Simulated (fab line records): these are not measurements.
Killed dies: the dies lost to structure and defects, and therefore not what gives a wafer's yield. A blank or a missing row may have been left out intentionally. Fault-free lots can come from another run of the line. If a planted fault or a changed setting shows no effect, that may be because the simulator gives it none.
Comparing a struck lot with a sound one || flow rit cmos || 17 steps out of a route of 202
Sound: these wafers, L799.1, L799.2, L799.3. The struck wafers were L803.1, L803.2, L803.6. The cause is named last.
At each step with rows: each side's tool, then ch and its chambers, then its first start. Under that, the readings that differ: sound wafers || struck wafers || difference of the means || sigmas: that difference in standard deviations of wafers without a fault.
alike: readings with means less than 2 such deviations apart, plus words and numbers identical on both sides. not compared: withheld readings, readings lacking a value on some wafer, bounds such as >300 that could conceal the same value, and numbers that have no deviation in the record and whose values overlap.
Wherever a step has rows on one side only, a row that says differs or no value, or a row with sigmas, the two part there. When numbers do not overlap yet have no deviation, they are printed without sigmas and do not part them. A reading that every wafer of one side lacks parts them only if that side has two wafers or more.

RIT_PWELL_TW_MEAS_10:
  struck on film metro-04, day 5 21:41; sound on film metro-01, day 4 23:41
{"reading": "PWELL_TW", "sound": "938 938 943", "struck": "958 960 958", "difference": "+19", "sigmas": "+3"}
then, 1 step without rows for these wafers: RIT_WELLDRIVE_ANNEAL_00 (time 14700 s).
RIT_WELLDRIVE_RS_MEAS_01: uses a four-point probe to measure.
  struck on film metro-04, day 6 02:50; sound on film metro-04, day 5 05:31
  alike: NWELL_RS
RIT_WELLDRIVE_RS_MEAS_02: uses a four-point probe to measure.
  struck on film metro-04, day 6 02:57; sound on film metro-04, day 5 05:38
  alike: PWELL_RS
then, 6 steps without rows for these wafers: RIT_NRETRO_HMDS_00 (prime time 60 s); RIT_NRETRO_COAT_01 (resist thk 1300 nm); RIT_NRETRO_SOFTBAKE_02 (time 60 s); RIT_NRETRO_EXPOSE_03 (exposes mask M4, target cd 43900 nm); RIT_NRETRO_PEB_04; RIT_NRETRO_DEVELOP_05 (develop time 68 s).
RIT_NRETRO_OVL_MEAS_06:
  struck on overlay-01, day 6 04:05; sound on overlay-01, day 5 06:45
  alike: NRETRO_OVL
then, 1 step without rows for these wafers: RIT_NRETRO_HARDBAKE_07 (time 120 s).
RIT_NRETRO_IMPLANT_08:
  sound on implanter-03 ch 0, day 5 07:02; struck on implanter-03 ch 0, day 6 04:22
{"reading": "beam energy keV", "sound": "69.963 69.985 69.991", "struck": "79.093 79.139 79.135", "difference": "+9.143", "sigmas": "+99 or more"}
{"reading": "model.implant.rp nm (nm)", "sound": "82.3 82.3 82.3", "struck": "97.67 97.67 97.67", "difference": "+15.37", "sigmas": ""}
{"reading": "model.implant.drp nm (nm)", "sound": "33.94 33.94 33.94", "struck": "37.58 37.58 37.58", "difference": "+3.64", "sigmas": ""}
RIT_NRETRO_STRIP_09: strips in O2, time 180 s.
  sound on plasma asher-03 ch 0,1, day 5 07:11; struck on plasma asher-04 ch 0,1, day 6 04:31
  alike: drypump motor current A
  not compared: rf hours counter h
RIT_NRETRO_TW_MEAS_10:
  struck on film metro-02, day 6 04:41; sound on film metro-03, day 5 07:22
{"reading": "NRETRO_TW", "sound": "1059 1060 1056", "struck": "1087 1080 1075", "difference": "+22", "sigmas": "+3"}
then, 1 step without rows for these wafers: RIT_PRETRO_HMDS_00 (prime time 60 s).
RIT_M1_PROBE_99:
  struck on prober-02, day 7 11:32; sound on prober-01, day 6 13:58
{"reading": "model.etest.cap p gate.c min ff um2", "sound": "2.343 2.325 2.361", "struck": "2.28 2.283 2.279", "difference": -0.06, "sigmas": ""}
{"reading": "model.etest.pmos narrow.vt v (V)", "sound": "-0.4873 -0.5019 -0.4825", "struck": "-0.4685 -0.4716 -0.4716", "difference": "+0.0200", "sigmas": ""}
  alike: killed at contacts, killed at front end, killed dies, killed open, killed short

== WHERE THEY PART ==
At RIT_PWELL_TW_MEAS_10 first; at RIT_NRETRO_TW_MEAS_10 last (within this record only). Later steps at which nothing parts them and some readings are alike: RIT_M1_PROBE_99.

WHY: the cause the simulator had injected
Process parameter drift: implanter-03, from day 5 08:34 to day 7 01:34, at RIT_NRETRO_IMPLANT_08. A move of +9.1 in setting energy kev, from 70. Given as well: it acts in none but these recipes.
